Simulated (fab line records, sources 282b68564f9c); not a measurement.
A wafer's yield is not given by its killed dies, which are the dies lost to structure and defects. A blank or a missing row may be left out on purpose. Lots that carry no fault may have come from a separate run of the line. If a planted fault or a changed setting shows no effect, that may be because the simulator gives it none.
A lot that was struck, set against a sound lot | flow rit cmos | 12 out of 202 route steps
Sound: these wafers, L244.1, L244.2, L244.4. Wafers L254.3, L254.4, L254.6 were the ones struck. The cause comes at the end.
Order at every step that has rows: each side's tool, ch and its chambers, its first start. Under that, the readings that differ: sound wafers | struck wafers | difference of the means | sigmas: that difference in standard deviations of wafers without a fault.
alike: a reading whose means differ by less than 2 such deviations, as well as words and numbers matching on both sides. not compared: withheld readings; readings where some wafer has no value; bounds like >300 that might hide an equal value; numbers whose values overlap and for which the record gives no deviation.
The two part at a step that has a row with sigmas, a row that says differs or no value, or rows on one side only. Numbers that don't overlap but have no deviation are shown without sigmas and don't part them. A reading that every wafer of one side lacks parts them only if that side has two wafers or more.

RIT_ACTIVE_BOW_MEAS_00:
  sound on film metro-03 at day 1 10:00; struck on film metro-01 at day 3 12:02
  alike: INCOMING_BOW
then, 1 step without rows for these wafers: RIT_ACTIVE_OXIDATION_01 (target thk 46.8 nm, ox time 3360 s).
RIT_ACTIVE_THK_MEAS_02:
  sound on film metro-03 at day 1 12:59; struck on film metro-03 at day 3 14:11
  alike: ACTIVE_OXIDE_THK
then, 1 step without rows for these wafers: RIT_ACTIVE_CVD_03 (deposits Si3N4 from SiH2Cl2/NH3, target thk 150 nm, time 1500 s).
RIT_ACTIVE_THK_MEAS_04:
  sound on film metro-03 at day 1 14:28; struck on film metro-01 at day 3 15:46
  alike: ACTIVE_NITRIDE_THK
then, 5 steps without rows for these wafers: RIT_ACTIVE_HMDS_05 (prime time 60 s); RIT_ACTIVE_COAT_06 (resist thk 1000 nm); RIT_ACTIVE_SOFTBAKE_07 (time 60 s); RIT_ACTIVE_EXPOSE_08 (exposes mask M1, target cd 1400 nm); RIT_ACTIVE_PEB_09.
RIT_ACTIVE_DEVELOP_10: develop time 50 s.
  struck on litho track-02, day 3 16:00; sound on litho track-01 ch 0, day 1 15:00
  no value came back on the struck wafers for chill plate temp C (C), develop time s (s); on the sound wafers chill plate temp C (C) reads 23.08 22.98 23.20
RIT_ACTIVE_CD_MEAS_11 targets a cd of 1400 nm.
  sound on cd sem-01 at day 1 15:30; struck on cd sem-01 at day 3 16:53
  reading    | sound                | struck | difference                    | sigmas
  cd nm (nm) | 1397.4 1400.3 1399.1 | - - -  | no value on the struck wafers |

## WHERE THEY PART
First at RIT_ACTIVE_DEVELOP_10; last, within this record, at RIT_ACTIVE_CD_MEAS_11.

WHY: whatever the simulator had introduced
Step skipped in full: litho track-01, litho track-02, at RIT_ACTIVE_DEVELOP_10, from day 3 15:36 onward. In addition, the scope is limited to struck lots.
